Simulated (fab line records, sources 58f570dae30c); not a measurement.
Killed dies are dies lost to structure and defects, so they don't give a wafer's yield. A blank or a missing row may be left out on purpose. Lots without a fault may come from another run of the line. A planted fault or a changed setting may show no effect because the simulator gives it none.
Tool commonality check | flow berkeley_cmos170 | 13 lots, 39 wafers sampled

WHY IT WAS OPENED
At UCB170_PWELL_THK_MEAS_06 the reading PWELL_NITRIDE_THK is flagged on 1 of 13 lots. Wafers without a fault read 220.2 nm, standard deviation 1.8.
Rule: a lot is flagged when every wafer of it that has a number lies more than 4 standard deviations from that mean, or none has a number. The other lots count as sound.

lot  | measured    | on            | PWELL_NITRIDE_THK (nm), wafer by wafer | flag
L298 | day 3 02:11 | film_metro-03 | 220.0 217.7 218.3                      |
L299 | day 3 11:27 | film_metro-04 | 218.7 218.1 219.2                      |
L301 | day 3 19:05 | film_metro-01 | 219.2 221.4 219.6                      |
L302 | day 3 19:05 | film_metro-03 | 219.7 219.8 219.0                      |
L303 | day 3 21:55 | film_metro-04 | 221.2 219.6 219.5                      |
L305 | day 4 20:02 | film_metro-03 | 165.8 167.9 169.2                      | FLAGGED
L306 | day 5 05:37 | film_metro-03 | 220.7 221.7 222.8                      |
L313 | day 6 04:47 | film_metro-04 | 221.8 222.9 221.5                      |
L315 | day 6 18:17 | film_metro-01 | 222.2 222.1 223.2                      |
L316 | day 7 00:28 | film_metro-03 | 221.1 221.5 220.9                      |
L317 | day 7 08:23 | film_metro-03 | 218.7 216.3 217.9                      |
L319 | day 7 16:59 | film_metro-04 | 220.4 223.3 223.1                      |
L320 | day 8 01:07 | film_metro-04 | 219.7 220.9 221.2                      |
The numbers of the flagged lots are 167.6 nm on average: -52.6 nm against the usual, or -29 standard deviations.

WHICH TOOL RAN EACH LOT
The record holds 1 process step before the reading, out of a route of 331 steps. In each cell: the tool, then ch and the chambers that the sampled wafers went through, then the start.
lot  | flag    | UCB170_PWELL_CVD_05
L298 |         | lpcvd-02 ch 0, day 3 00:16
L299 |         | lpcvd-01 ch 1, day 3 09:31
L301 |         | lpcvd-01 ch 0, day 3 17:10
L302 |         | lpcvd-01 ch 0, day 3 17:10
L303 |         | lpcvd-02 ch 1, day 3 19:59
L305 | FLAGGED | lpcvd-01 ch 1, day 4 18:07
L306 |         | lpcvd-02 ch 0, day 5 03:43
L313 |         | lpcvd-02 ch 0, day 6 02:50
L315 |         | lpcvd-02 ch 1, day 6 16:22
L316 |         | lpcvd-02 ch 0, day 6 22:33
L317 |         | lpcvd-02 ch 1, day 7 06:27
L319 |         | lpcvd-02 ch 1, day 7 15:04
L320 |         | lpcvd-02 ch 1, day 7 22:14
What these steps do:
- UCB170_PWELL_CVD_05: deposits Si3N4 from SiH2Cl2/NH3, target thk 220 nm, time 3300 s.
- UCB170_PWELL_THK_MEAS_06

FLAGGED OVER TOTAL, TOOL BY TOOL (the gauges that took the reading come last)
step                     | tool          | lots run | flagged | share of the flagged lots | sound lots run after its first flagged lot
UCB170_PWELL_CVD_05      | lpcvd-01      | 4        | 1       | all                       | 0
UCB170_PWELL_CVD_05      | lpcvd-02      | 9        | 0       | none                      | -
UCB170_PWELL_THK_MEAS_06 | film_metro-01 | 2        | 0       | none                      | -
UCB170_PWELL_THK_MEAS_06 | film_metro-03 | 6        | 1       | all                       | 3 (L306,L316,L317)
UCB170_PWELL_THK_MEAS_06 | film_metro-04 | 5        | 0       | none                      | -

WHAT THE TABLE ALLOWS
2 rows of the table ran every flagged lot: lpcvd-01 at UCB170_PWELL_CVD_05, film_metro-03 at UCB170_PWELL_THK_MEAS_06.
- lpcvd-01 at UCB170_PWELL_CVD_05: 1 of its 4 lots flagged. Its last sound lot is L301 (day 3 17:10), its first flagged lot L305 (day 4 18:07): a fault that began between those two fits.
- film_metro-03 at UCB170_PWELL_THK_MEAS_06: 1 of its 6 lots flagged. Sound lots ran on it after the first flagged one (L306, L316, L317), which a lasting fault on the whole tool wouldn't allow.
One tool is left: lpcvd-01 at UCB170_PWELL_CVD_05.

WHAT THE SIMULATOR HAD PUT IN
Process parameter drift: lpcvd-01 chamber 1, from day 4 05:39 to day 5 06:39, at UCB170_PWELL_CVD_05. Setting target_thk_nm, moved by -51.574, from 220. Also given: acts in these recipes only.
Lots struck among those shown: L305. The rule above found the same.
